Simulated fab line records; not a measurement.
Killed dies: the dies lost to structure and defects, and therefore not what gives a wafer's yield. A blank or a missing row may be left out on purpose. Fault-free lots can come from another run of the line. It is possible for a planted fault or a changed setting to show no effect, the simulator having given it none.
The tool behind it: which one? | flow rit cmos | 7 lots, 21 wafers sampled, at 3 steps of a route of 202

WHAT EACH GAUGE READ, for each wafer
RIT_PSD_TW_MEAS_10.
lot  | measured    | on            | PSD_TW
L149 | day 4 09:22 | film metro-02 | 3395 3403 3414
L153 | day 4 22:25 | film metro-04 | 3389 3385 3398
L158 | day 5 14:46 | film metro-03 | 3410 3430 3419
L161 | day 6 07:14 | film metro-02 | 3429 3456 3444
L164 | day 6 22:16 | film metro-02 | 3714 3689 3703
L168 | day 7 20:22 | film metro-02 | 3420 3417 3422
L170 | day 8 00:51 | film metro-02 | 3427 3431 3424

WHAT TOOL EACH LOT RAN ON (gives the tool, then ch and the chambers of the sampled wafers, and finally the start)
lot  | RIT_NSD_STRIP_09                    | RIT_PSD_IMPLANT_08
L149 | plasma asher-02 ch 0,1, day 4 06:57 | implanter-03 ch 0, day 4 09:04
L153 | plasma asher-02 ch 0,1, day 4 20:47 | implanter-03 ch 0, day 4 22:06
L158 | plasma asher-04 ch 0,1, day 5 13:05 | implanter-01 ch 0, day 5 14:28
L161 | plasma asher-02 ch 0,1, day 6 05:40 | implanter-01 ch 0, day 6 06:56
L164 | plasma asher-04 ch 0,1, day 6 20:33 | implanter-03 ch 0, day 6 21:57
L168 | plasma asher-03 ch 0,1, day 7 18:39 | implanter-01 ch 0, day 7 20:02
L170 | plasma asher-03 ch 0, day 7 23:14   | implanter-02 ch 0, day 8 00:32
- RIT_NSD_STRIP_09: strips in O2, time 180 s.
- RIT_PSD_IMPLANT_08

THE ANSWER, worked out from the rows above alone
Rule: what is usual is taken from the lots themselves. Put in order of their means at a reading, lots are off if they are a third of the lots or fewer, leave a main group of 4 or more, and stand apart from it by a gap of 3 or more times the standard deviation of the main group's means; of several such gaps the widest counts. A main group is skipped when, at the precision printed for the reading in the tables above, its means are all equal. Also off: a lot with no number at a reading for which 4 or more lots have one. All remaining lots with rows at the step are treated as sound.
Off: L164, seen at RIT_PSD_TW_MEAS_10 (PSD_TW). The main group has a mean of 3417 with a standard deviation of 17.
A tool fits if, at a process step before that reading, it ran every lot that is off, and no sound lot after the first of them. Those tools and the gauges at RIT_PSD_TW_MEAS_10 are tried in the same way. This does not decide it: 2 tools fit, namely plasma asher-04 at RIT_NSD_STRIP_09 and implanter-03 at RIT_PSD_IMPLANT_08.

WHAT THE SIMULATOR PUT IN
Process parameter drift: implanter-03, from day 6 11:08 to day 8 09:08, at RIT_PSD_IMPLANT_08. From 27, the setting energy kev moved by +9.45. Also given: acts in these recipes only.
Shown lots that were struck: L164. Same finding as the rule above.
